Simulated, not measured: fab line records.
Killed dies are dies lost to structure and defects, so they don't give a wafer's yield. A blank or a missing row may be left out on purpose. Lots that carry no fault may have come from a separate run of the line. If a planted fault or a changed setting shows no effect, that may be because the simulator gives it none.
What tool caused it? | flow rit cmos | at 1 step of a route of 202, 15 lots with 45 wafers sampled

## WHAT THE GAUGES READ, wafer by wafer
The record lacks any reading of a measuring or inspecting step that a usual standard deviation could be used to judge.

## WHICH TOOL RAN EACH LOT (tool, then ch and the chambers of the sampled wafers, then the start)
lot  | RIT_GATE_DEVELOP_15
L951 | litho track-01 ch 0, day 2 11:00
L953 | litho track-01 ch 0, day 2 22:00
L954 | litho track-04 ch 0, day 3 03:00
L956 | litho track-03, day 3 17:00
L957 | litho track-03, day 3 20:00
L958 | litho track-03, day 4 01:00
L959 | litho track-03 ch 0, day 4 08:00
L964 | litho track-04 ch 0, day 5 05:00
L967 | litho track-04 ch 0, day 6 03:00
L968 | litho track-03 ch 0, day 6 06:00
L969 | litho track-03 ch 0, day 6 07:00
L970 | litho track-01 ch 0, day 6 13:00
L971 | litho track-03 ch 0, day 6 21:00
L973 | litho track-01 ch 0, day 7 07:00
L974 | litho track-03 ch 0, day 7 12:00
- RIT_GATE_DEVELOP_15: develop time 50 s.

## AS READ BY THE TOOLS THEMSELVES (means over the sampled wafers that have a number; for cases with no such wafer, the mark the record gives instead)
RIT_GATE_DEVELOP_15.
lot  | tool           | chill plate temp C (C)
L951 | litho track-01 | 22.93
L953 | litho track-01 | 23.03
L954 | litho track-04 | 23.11
L956 | litho track-03 | -
L957 | litho track-03 | -
L958 | litho track-03 | -
L959 | litho track-03 | 22.94
L964 | litho track-04 | 22.93
L967 | litho track-04 | 23.02
L968 | litho track-03 | 22.93
L969 | litho track-03 | 22.83
L970 | litho track-01 | 22.97
L971 | litho track-03 | 23.14
L973 | litho track-01 | 23.05
L974 | litho track-03 | 23.01

## THE ANSWER, worked out from the rows above alone
Rule: the usual values come from the lots themselves. Put in order of their means at a reading, lots are off if they are a third of the lots or fewer, leave a main group of 4 or more, and stand apart from it by a gap of 3 or more times the standard deviation of the main group's means; of several such gaps the widest counts. If all means in a main group match to the digits the tables above print for the reading, that group is not used. Also off: a lot with no number at a reading for which 4 or more lots have one. Any other lot the step has rows for is counted as sound. After the gauges, taken in route order, come the tools' own readings; for these a lot's mean is taken, as printed above. The first step at which some lot is off is used, and at that step the reading that is off furthest; a lot without a number counts as furthest.
Off: L956, L957, L958, at RIT_GATE_DEVELOP_15 (chill plate temp C). Without a number there: L956, L957, L958. Mean 22.99 C and standard deviation 0.083 in the main group.
A tool fits if, at that step or a process step before it, it ran every lot that is off, and no sound lot after the first of them. No candidate that was tried fits.

## WHAT THE SIMULATOR PUT IN
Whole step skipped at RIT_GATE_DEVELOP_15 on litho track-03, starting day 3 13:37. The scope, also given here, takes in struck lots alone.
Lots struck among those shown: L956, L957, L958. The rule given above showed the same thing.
